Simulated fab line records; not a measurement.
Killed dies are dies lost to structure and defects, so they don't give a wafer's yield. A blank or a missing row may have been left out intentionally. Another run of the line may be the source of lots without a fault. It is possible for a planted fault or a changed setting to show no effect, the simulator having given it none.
fab line records	flow ritCmos
record lots=10	wafers=30	lastDay=7
route steps=202 shown GATE@84
lots that met no fault: from a run of the same line without faults
startH: hours from the record's first day to the start of the lot's first wafer shown	waitH: hours since the lot's step before	" identical to the entry in the row above	L1.1+2: several wafers, shown together as one row	- no value, or no start was given	* or withheld: withheld	< > ~ a bound
route shown NAME@n: NAME is a module with steps in the file, n the number in the route of the first one	usual: the fault-free wafers' mean and standard deviation	same: alike in all rows	chamber/n: place in a boat	sites: the reading at each site	_std_site: how widely they spread, as a standard deviation	_edge_site: mean of outer sites minus mean of inner sites	radiusMm: how far each site lies from the wafer's centre	mask NAME#n: copy n	behind: tool/chamber where the wafer was last shaped	hold: what put the lot on hold/how long, in hours/how the hold closed	device: the n, p or np transistor that did not switch	end of line: the route-end tests of the same wafers	a step with no rows: only its recipe	killed: dies lost to structure and defects at the first sort, not the wafer's yield	map: per-die view of a wafer (x killed, . not killed, _ where there is no die)
set.NAME: the setting the step ran with; set.NAME@STEP: the setting that earlier step ran with	model.NAME: the simulator's own value behind a step, which no gauge read
route steps across a sampled set of lots; one table per step, one row per wafer
services: when a tool's chamber went out of use (startH, in hours from the record's first day, below 0 if earlier), for how many hours, and the reason
## steps
# step RIT_GATE_CVD_08
# recipe material=poly-Si	targetThkNm=250	tempC=610	precursor=SiH4	timeS=2220	pressureMtorr=300	sih4FlowSccm=100
# usual susceptorTempC=610.05/0.27
lot.wafer	tool	chamber	startH	waitH	susceptorTempC
L448.1	lpcvd-01	1	44.74	0.1	610.23
L448.3	"	1	"	"	609.98
L448.4	"	1	"	"	609.95
L449.1	lpcvd-02	0	50.39	0.1	610.02
L449.2	"	0	"	"	610.28
L449.3	"	0	"	"	610.55
L459.1	lpcvd-01	0	92.66	0.1	610.24
L459.3	"	0	"	"	610.35
L459.5	"	0	"	"	610.19
L461.2	lpcvd-01	1	102.67	0.3	610.64
L461.3	"	1	"	"	610.44
L461.6	"	1	"	"	609.87
L462.2	lpcvd-02	1	108.49	0.0	610.12
L462.3	"	1	"	"	609.91
L462.5	"	1	"	"	609.74
L463.3	lpcvd-02	0	116.29	0.0	610.19
L463.4	"	0	"	"	610.64
L463.6	"	0	"	"	609.93
L464.1	lpcvd-02	1	118.38	0.1	610.06
L464.4	"	1	"	"	610.09
L464.5	"	1	"	"	609.54
L466.1	lpcvd-02	0	129.58	1.2	610.01
L466.2	"	0	"	"	610.00
L466.6	"	0	"	"	610.07
L467.1	lpcvd-02	0	132.44	0.1	610.23
L467.3	"	0	"	"	609.81
L467.6	"	0	"	"	609.76
L468.2	lpcvd-02	1	137.36	0.0	610.45
L468.4	"	1	"	"	610.24
L468.6	"	1	"	"	610.35
# step RIT_GATE_THK_MEAS_09
# recipe reads=poly-Si_of_GATE_CVD_08
# usual GATE_POLY_THK=249.8/2.3
lot.wafer	tool	chamber	startH	waitH	GATE_POLY_THK[nm]
L448.1	filmMetro-01	-	46.35	0.0	250.7
L448.3	"	-	"	"	253.6
L448.4	"	-	"	"	251.5
L449.1	filmMetro-01	-	52.06	0.1	247.2
L449.2	"	-	"	"	247.7
L449.3	"	-	"	"	247.5
L459.1	filmMetro-02	-	94.28	0.0	268.6
L459.3	"	-	"	"	270.6
L459.5	"	-	"	"	270.7
L461.2	filmMetro-02	-	104.30	0.0	272.2
L461.3	"	-	"	"	273.1
L461.6	"	-	"	"	271.8
L462.2	filmMetro-02	-	110.11	0.0	254.8
L462.3	"	-	"	"	250.1
L462.5	"	-	"	"	250.5
L463.3	filmMetro-02	-	117.93	0.0	247.6
L463.4	"	-	"	"	247.5
L463.6	"	-	"	"	247.6
L464.1	filmMetro-02	-	120.00	0.0	250.6
L464.4	"	-	"	"	250.8
L464.5	"	-	"	"	251.9
L466.1	filmMetro-01	-	132.01	0.0	249.5
L466.2	"	-	"	"	248.9
L466.6	"	-	"	"	250.5
L467.1	filmMetro-01	-	134.87	0.0	250.5
L467.3	"	-	"	"	249.6
L467.6	"	-	"	"	247.9
L468.2	filmMetro-02	-	138.99	0.0	250.6
L468.4	"	-	"	"	252.4
L468.6	"	-	"	"	253.2
# step RIT_GATE_ETCH_19
# recipe chemistry=SF6/CHF3/O2	timeS=165	SF6_flow_sccm=30	CHF3_flow_sccm=30	O2_flow_sccm=5	target=poly-Si	pressureMtorr=40	rfW=160	targetDepthA=3125	overEtchFrac=0.25	stopOn=SiO2
# usual drypumpMotorCurrentA=5.7/0.46	oesProductAu=0.849/0.015	throttleValvePct=10.15/0.13
lot.wafer	tool	chamber	startH	waitH	drypumpMotorCurrentA	oesProductAu	rfHoursCounterH	throttleValvePct
L448.1	rieSi-01	2	47.87	0.1	6.2	0.847	94	9.95
L448.3	"	3	"	"	5.7	0.849	118	9.98
L448.4	"	1	"	"	5.9	0.883	6	10.28
L449.1	rieSi-01	0	53.59	0.1	5.6	0.842	27	10.10
L449.2	"	1	"	"	5.9	0.861	6	10.30
L449.3	"	3	"	"	5.7	0.826	118	9.98
L459.1	rieSi-02	2	95.49	0.1	5.8	0.901	115	10.15
L459.3	"	3	"	"	4.7	0.914	87	10.21
L459.5	"	3	"	"	4.7	0.918	-	10.22
L461.2	rieSi-02	1	105.51	0.1	5.8	0.870	151	10.34
L461.3	"	3	"	"	4.7	0.923	87	10.20
L461.6	"	2	"	"	5.8	0.889	-	10.17
L462.2	rieSi-01	3	111.32	0.1	5.7	0.851	119	9.98
L462.3	"	0	"	"	5.6	0.859	28	10.11
L462.5	"	2	"	"	6.2	0.850	-	9.94
L463.3	rieSi-02	2	119.23	0.1	5.8	0.836	116	10.15
L463.4	"	2	"	"	5.8	0.839	-	10.16
L463.6	"	0	"	"	6.2	0.837	-	10.11
L464.1	rieSi-01	3	121.34	0.1	5.7	0.842	119	9.97
L464.4	"	1	"	"	5.9	0.867	6	10.28
L464.5	"	3	"	"	5.7	0.840	-	9.98
L466.1	rieSi-01	0	133.30	0.1	5.6	0.857	28	10.12
L466.2	"	1	"	"	5.9	0.866	6	10.27
L466.6	"	2	"	"	6.2	0.843	-	9.96
L467.1	rieSi-02	1	136.21	0.1	5.9	0.862	0	10.35
L467.3	"	3	"	"	4.7	0.855	87	10.22
L467.6	"	2	"	"	5.8	0.840	-	10.16
L468.2	rieSi-01	3	140.20	0.1	5.7	0.839	119	9.96
L468.4	"	2	"	"	6.2	0.850	95	9.96
L468.6	"	3	"	"	5.7	0.846	-	9.98
## services
tool	chamber	startH	hours	kind
rieSi-01	0	22.49	3.0	repair
rieSi-02	2	33.89	4.1	repair
lpcvd-02	-	37.67	1.7	repair
rieSi-01	-	55.05	0.1	repair
rieSi-02	0	94.99	-	clean
rieSi-02	0	94.99	17.5	scheduledDown
rieSi-02	0	94.99	17.5	ventCycle
rieSi-02	1	112.48	-	clean
rieSi-02	1	112.48	22.1	scheduledDown
rieSi-02	1	112.48	22.1	ventCycle
rieSi-01	-	133.55	2.8	pm
## key
firstSign step=RIT_GATE_THK_MEAS_09	reading=GATE_POLY_THK	direction=up	sigmas=9.3	usual=249.8	struck=271.2
effect step=RIT_GATE_ETCH_19	reading=oesProductAu	direction=up	sigmas=3.6	usual=0.849	struck=0.902
metAt RIT_GATE_CVD_08
struckLots L459,L461
testerLeftOut L459,L461
onsetBetween 44.74 92.66
fault kind=processParameterDrift	tool=lpcvd-01	chamber=-	onsetH=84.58	steps=RIT_GATE_CVD_08	channel=targetThkNm	offset=20	shape=step	endH=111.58	actsIn=theseRecipesOnly	stated=250
# testerLeftOut: of these lots the tester's yield and bins aren't shown, on N5 and GAA mostly nor the transistor test; their killed dies are dies lost to structure and defects alone, not to doping, threshold or leakage, so they don't give the yield
